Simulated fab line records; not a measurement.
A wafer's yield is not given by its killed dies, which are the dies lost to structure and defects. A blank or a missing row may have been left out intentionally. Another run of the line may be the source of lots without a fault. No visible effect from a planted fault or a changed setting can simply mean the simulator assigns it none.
Which tool did it? -- flow ritCmos -- 14 lots, 42 wafers sampled, at 6 steps of a route of 202

## WHAT EACH GAUGE READ, for each wafer
RIT_NLDD_TW_MEAS_10. Usual: for NLDD_TW the level is 2500 and the standard deviation is 17.
lot,measured,on,NLDD_TW,flag
L748,day 3 03:14,filmMetro-03,2481 2482 2487,
L749,day 3 07:44,filmMetro-02,2534 2542 2524,
L750,day 3 11:11,filmMetro-01,2487 2492 2480,
L751,day 3 18:30,filmMetro-01,2475 2481 2495,
L752,day 3 20:47,filmMetro-02,2520 2527 2531,
L753,day 4 02:16,filmMetro-02,2508 2513 2495,
L755,day 4 10:02,filmMetro-02,2514 2512 2515,
L754,day 4 10:20,filmMetro-01,2517 2505 2492,
L757,day 5 02:36,filmMetro-03,2479 2478 2476,
L762,day 5 22:01,filmMetro-03,2475 2482 2471,
L767,day 7 00:59,filmMetro-02,2510 2503 2514,
L768,day 7 03:40,filmMetro-03,2490 2496 2502,
L770,day 7 13:17,filmMetro-02,2509 2515 2518,
L771,day 7 19:14,filmMetro-02,2526 2511 2519,

RIT_SILICIDE_RS_MEAS_02: a four-point-probe measurement. Usual: for SILICIDE_TI_RS the level is 48.2 ohm/sq and the standard deviation is 0.76.
lot,measured,on,SILICIDE_TI_RS (ohm/sq),flag
L748,day 3 11:08,filmMetro-02,48.1 47.9 48.3,
L749,day 3 15:56,filmMetro-04,48.3 48.3 47.3,
L750,day 3 19:34,filmMetro-04,49.6 49.7 49.0,
L751,day 4 02:41,filmMetro-04,48.1 48.3 47.6,
L752,day 4 06:47,filmMetro-04,48.3 48.7 48.3,
L753,day 4 10:44,filmMetro-04,47.4 47.6 47.7,
L755,day 4 18:22,filmMetro-04,49.0 50.0 49.3,
L754,day 4 20:14,filmMetro-03,48.2 47.5 48.6,
L757,day 5 12:16,filmMetro-04,47.3 47.6 47.3,
L762,day 6 06:37,filmMetro-04,47.3 48.2 48.2,
L767,day 7 09:17,filmMetro-04,- - -,OFF
L768,day 7 13:17,filmMetro-03,- - -,OFF
L770,day 7 21:37,filmMetro-04,48.3 47.7 48.0,
L771,day 8 03:28,filmMetro-04,48.8 49.0 49.4,

RIT_SILICIDE_THK_MEAS_03: measures by xrf. Usual: for SILICIDE_TI_THK the level is 29.8 nm and the standard deviation is 0.39.
lot,measured,on,SILICIDE_TI_THK (nm),flag
L748,day 3 11:14,filmMetro-02,29.9 30.0 29.6,
L749,day 3 16:03,filmMetro-04,29.8 29.9 30.3,
L750,day 3 19:41,filmMetro-04,29.2 29.1 29.5,
L751,day 4 02:48,filmMetro-04,30.0 29.7 30.3,
L752,day 4 06:54,filmMetro-04,29.9 29.5 30.0,
L753,day 4 10:50,filmMetro-04,30.3 30.1 30.1,
L755,day 4 18:29,filmMetro-04,29.4 28.9 29.3,
L754,day 4 20:22,filmMetro-03,29.7 29.9 29.5,
L757,day 5 12:23,filmMetro-04,30.4 30.3 30.5,
L762,day 6 06:44,filmMetro-04,30.3 29.7 29.7,
L767,day 7 09:23,filmMetro-04,<0.0 <0.0 <0.0,OFF
L768,day 7 13:24,filmMetro-03,<0.0 <0.0 <0.0,OFF
L770,day 7 21:44,filmMetro-04,29.5 30.1 29.9,
L771,day 8 03:34,filmMetro-04,29.5 29.5 29.2,

RIT_M1_RS_MEAS_01: a four-point-probe measurement. Usual: for M1_AL_RS the level is 0.0763 ohm/sq and the standard deviation is 0.0008.
lot,measured,on,M1_AL_RS (ohm/sq),flag
L748,day 3 14:14,filmMetro-01,0.0773 0.0771 0.0770,
L749,day 3 18:57,filmMetro-02,0.0747 0.0757 0.0749,
L750,day 3 22:27,filmMetro-02,0.0762 0.0756 0.0763,
L751,day 4 06:24,filmMetro-03,0.0759 0.0769 0.0768,
L752,day 4 09:44,filmMetro-03,0.0764 0.0761 0.0753,
L753,day 4 13:44,filmMetro-01,0.0757 0.0770 0.0771,
L755,day 4 21:23,filmMetro-03,0.0759 0.0765 0.0753,
L754,day 4 23:07,filmMetro-01,0.0762 0.0757 0.0762,
L757,day 5 15:29,filmMetro-03,0.0761 0.0750 0.0765,
L762,day 6 09:31,filmMetro-01,0.0769 0.0780 0.0772,
L770,day 8 00:34,filmMetro-02,0.0769 0.0767 0.0765,
L771,day 8 06:29,filmMetro-02,0.0770 0.0761 0.0766,

## WHICH TOOL RAN EACH LOT (tool, then ch and the chambers of the sampled wafers, then the start)
lot,RIT_SILICIDE_SPUTTER_01,RIT_SILICIDE_RTA_04
L748,"pvdSputter-01, day 3 10:57","rtpAnneal-02 ch 0, day 3 11:18"
L749,"pvdSputter-04, day 3 15:47","rtpAnneal-02 ch 0, day 3 16:07"
L750,"pvdSputter-01, day 3 19:24","rtpAnneal-02 ch 0, day 3 19:44"
L751,"pvdSputter-04, day 4 02:31","rtpAnneal-01 ch 0, day 4 02:52"
L752,"pvdSputter-01, day 4 06:38","rtpAnneal-02 ch 0, day 4 06:58"
L753,"pvdSputter-04, day 4 10:32","rtpAnneal-02 ch 0, day 4 10:53"
L755,"pvdSputter-01, day 4 18:13","rtpAnneal-02 ch 0, day 4 18:33"
L754,"pvdSputter-04, day 4 20:05","rtpAnneal-01 ch 0, day 4 20:25"
L757,"pvdSputter-04, day 5 12:07","rtpAnneal-02 ch 0, day 5 12:26"
L762,"pvdSputter-01, day 6 06:28","rtpAnneal-02 ch 0, day 6 06:48"
L767,"pvdSputter-04, day 7 09:07","rtpAnneal-01 ch 0, day 7 09:27"
L768,"pvdSputter-04, day 7 13:08","rtpAnneal-02 ch 0, day 7 13:28"
L770,"pvdSputter-04, day 7 21:27","rtpAnneal-02 ch 0, day 7 21:48"
L771,"pvdSputter-01, day 8 03:17","rtpAnneal-01 ch 0, day 8 03:39"
- RIT_SILICIDE_SPUTTER_01: material Ti, target thk 30 nm, time 240 s.
- RIT_SILICIDE_RTA_04: time 10 s, ramp up 5 s, ramp down 5 s.

## AS READ BY THE TOOLS THEMSELVES (means over the sampled wafers that have a number; for cases with no such wafer, the mark the record gives instead)
RIT_SILICIDE_SPUTTER_01. Usual: cathodeDcPowerW 350.00 W, standard deviation 0.063; chamberPressurePa 0.6670 Pa, standard deviation 0.0014; substrateTempC 25.01 C, standard deviation 0.1; throttleValvePct 30.7 %, standard deviation 0.94.
lot,tool,cathodeDcPowerW (W),chamberPressurePa (Pa),substrateTempC (C),throttleValvePct (%),flag
L748,pvdSputter-01,350.04,0.6665,24.95,30.7,
L749,pvdSputter-04,350.06,0.6657,25.17,30.7,
L750,pvdSputter-01,349.98,0.6669,25.00,30.5,
L751,pvdSputter-04,350.02,0.6670,24.93,29.5,
L752,pvdSputter-01,349.97,0.6669,24.88,30.1,
L753,pvdSputter-04,350.02,0.6688,25.08,31.2,
L755,pvdSputter-01,349.93,0.6684,24.96,31.2,
L754,pvdSputter-04,350.01,0.6656,24.94,31.2,
L757,pvdSputter-04,350.03,0.6666,25.00,29.4,
L762,pvdSputter-01,349.99,0.6675,25.11,30.9,
L767,pvdSputter-04,-,-,-,-,OFF
L768,pvdSputter-04,-,-,-,-,OFF
L770,pvdSputter-04,350.00,0.6668,24.91,29.7,
L771,pvdSputter-01,349.99,0.6680,25.08,30.1,

RIT_SILICIDE_RTA_04. Usual: chamberO2Ppm 1.999, standard deviation 0.021; wafer_temp_C_max 652.8, standard deviation 0.55.
lot,tool,chamberO2Ppm,wafer_temp_C_max,flag
L748,rtpAnneal-02,1.994,652.6,
L749,rtpAnneal-02,1.995,652.7,
L750,rtpAnneal-02,1.975,653.0,
L751,rtpAnneal-01,1.990,653.1,
L752,rtpAnneal-02,2.000,652.9,
L753,rtpAnneal-02,1.980,652.5,
L755,rtpAnneal-02,1.996,652.2,
L754,rtpAnneal-01,1.982,653.3,
L757,rtpAnneal-02,1.991,653.2,
L762,rtpAnneal-02,1.977,652.6,
L767,rtpAnneal-01,1.996,652.7,
L768,rtpAnneal-02,2.006,652.5,
L770,rtpAnneal-02,2.025,652.6,
L771,rtpAnneal-01,1.980,652.8,

## THE ANSWER, worked out from the rows above alone
Rule: a lot is off if the mean of its wafers that have a number lies more than 3 standard deviations from the usual mean. A lot without any number at a reading at which 4 lots or more have one is off too. The other lots that the step has rows for count as sound. First the gauges in route order, then the tools' own readings, where a lot's mean is used as printed above. At the first step where some lot is off, the reading lying furthest off is the one used; lots without a number count as furthest.
Off: L767, L768, seen at RIT_SILICIDE_RS_MEAS_02 (SILICIDE_TI_RS). Without a number there: L767, L768.
A tool fits if, at a process step before that reading, it ran every lot that is off, and no sound lot after the first of them. Not tried: the gauges at RIT_SILICIDE_RS_MEAS_02; whatever is off there is also off at RIT_SILICIDE_SPUTTER_01, on other tools, and gauge error can't account for it. Not one of the candidates tried fits.

## WHAT HAD BEEN PUT IN BY THE SIMULATOR
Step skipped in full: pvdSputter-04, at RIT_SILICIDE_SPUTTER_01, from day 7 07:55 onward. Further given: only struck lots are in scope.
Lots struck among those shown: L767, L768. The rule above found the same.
